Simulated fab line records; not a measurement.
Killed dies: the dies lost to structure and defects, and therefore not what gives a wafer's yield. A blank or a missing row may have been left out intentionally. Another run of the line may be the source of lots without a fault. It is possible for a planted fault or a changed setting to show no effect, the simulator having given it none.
Code-filled problem report in 8D (eight disciplines) form || flow berkeleyCmos170 || the parts of the form that need people (team, actions taken, sign-off) are left out

== 1. WHAT IS WRONG ==
CONTACT_PSG_THK at UCB170_CONTACT_THK_MEAS_02 reads a mean of 860 nm on 6 wafers of 2 lots; wafers without a fault read 700 nm with a standard deviation of 5.9. That puts it +27 standard deviations away from the usual mean.
The first sign was on wafer L603.1 at day 12 03:08, on filmMetro-03. The record has a number at this step for 42 wafers belonging to 14 lots. By rule, "out" or "out of limits" means more than 4 standard deviations away from the usual mean. The rest of the wafers with a number are treated as sound.

== 2. WHAT THIS IS AND IS NOT ==
{"question": "which readings at this step", "is": "CONTACT_PSG_THK", "is not": "-"}
{"question": "which lots", "is": "L603, L606", "is not": "L585, L587, L588, L589, L592, L593, L594, L595, L596, L597, L599, L607"}
{"question": "which wafers of those lots", "is": "all that have a number", "is not": "-"}
{"question": "read on which gauges", "is": "filmMetro-02, filmMetro-03", "is not": "filmMetro-04"}
{"question": "when", "is": "from day 12 03:08", "is not": "up to then (33 sound wafers); but 3 sound wafers of L607 came after"}

== 3. WHAT RULES OUT EACH SUSPECT ==
Counting: any tool at a process step up to the reading is kept as a suspect provided that every lot that is out went through it and no sound lot did after the first of them.
- the gauge at UCB170_CONTACT_THK_MEAS_02: ruled out. Those wafers that are out were read across 2 gauges (filmMetro-02, filmMetro-03).
- rtpAnneal-02 at UCB170_SDANNEAL_RTA_01 (time 5 s): kept. It ran every lot that is out, first L603 (day 11 23:59), and no sound lot after that; its last sound lot up to then is L595 (day 10 00:46).
- lpcvd-02 at UCB170_CONTACT_CVD_01 (deposits PSG from SiH4/O2/PH3, target thk 700 nm, time 2820 s): kept. It ran every lot that is out, first L603 (day 12 01:21), and no sound lot after that; its last sound lot up to then is L599 (day 11 04:17). On those wafers its own readings are out: pressureMtorr.
Remaining after the count are rtpAnneal-02 at UCB170_SDANNEAL_RTA_01 and lpcvd-02 at UCB170_CONTACT_CVD_01.

== 4. THE CAUSE (what the simulator had put in) ==
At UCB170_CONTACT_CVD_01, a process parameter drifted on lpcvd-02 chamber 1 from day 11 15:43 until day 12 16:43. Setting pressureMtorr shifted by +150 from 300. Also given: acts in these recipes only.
After counting, 2 suspects remain, this tool included.

== 5. THE CHAIN OF EFFECTS, in route order ==
Each row: a reading where the mean over the struck wafers with a number is more than 3 standard deviations away from the usual. Only readings whose record carries a usual standard deviation are examined. hours: median over the lots of the time between each lot's start at the first step of this table that gives one and its start at this step. sigmas: the change, counted in usual standard deviations.
{"hours": 0, "step": "UCB170_CONTACT_CVD_01", "reading": "pressureMtorr", "usual": "300.0 mTorr", "on struck wafers": 450.0, "change": "+150.0", "sigmas": "+99 or more"}
{"hours": 2, "step": "UCB170_CONTACT_THK_MEAS_02", "reading": "CONTACT_PSG_THK", "usual": "700 nm", "on struck wafers": 860, "change": "+160", "sigmas": "+27"}
{"hours": "-", "step": "UCB170_CONTACT_ETCH_18", "reading": "oesProductAu", "usual": "0.889 a.u.", "on struck wafers": 0.987, "change": "+0.098", "sigmas": "+8.2"}
It contains these process steps:
- UCB170_CONTACT_CVD_01: deposits PSG from SiH4/O2/PH3, target thk 700 nm, time 2820 s.
- UCB170_CONTACT_ETCH_18: etches PSG in CHF3/CF4/Ar, stops on TiSi2, target depth 840 nm, time 195 s.

== 6. WHAT WOULD HAVE CAUGHT IT SOONER ==
In this record the first reading out of limits at a measuring or inspecting step was taken at day 12 03:08, 11 hours after the fault began at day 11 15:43.
Tool's own readings at UCB170_CONTACT_CVD_01, pressureMtorr: out on all struck wafers the step has rows for; an alarm limit on them would have tripped on the first.
Among the 2 lots that are out, L606 began UCB170_CONTACT_CVD_01 on lpcvd-02 after day 12 03:08. Had the tool been put on hold then, it would have been spared.
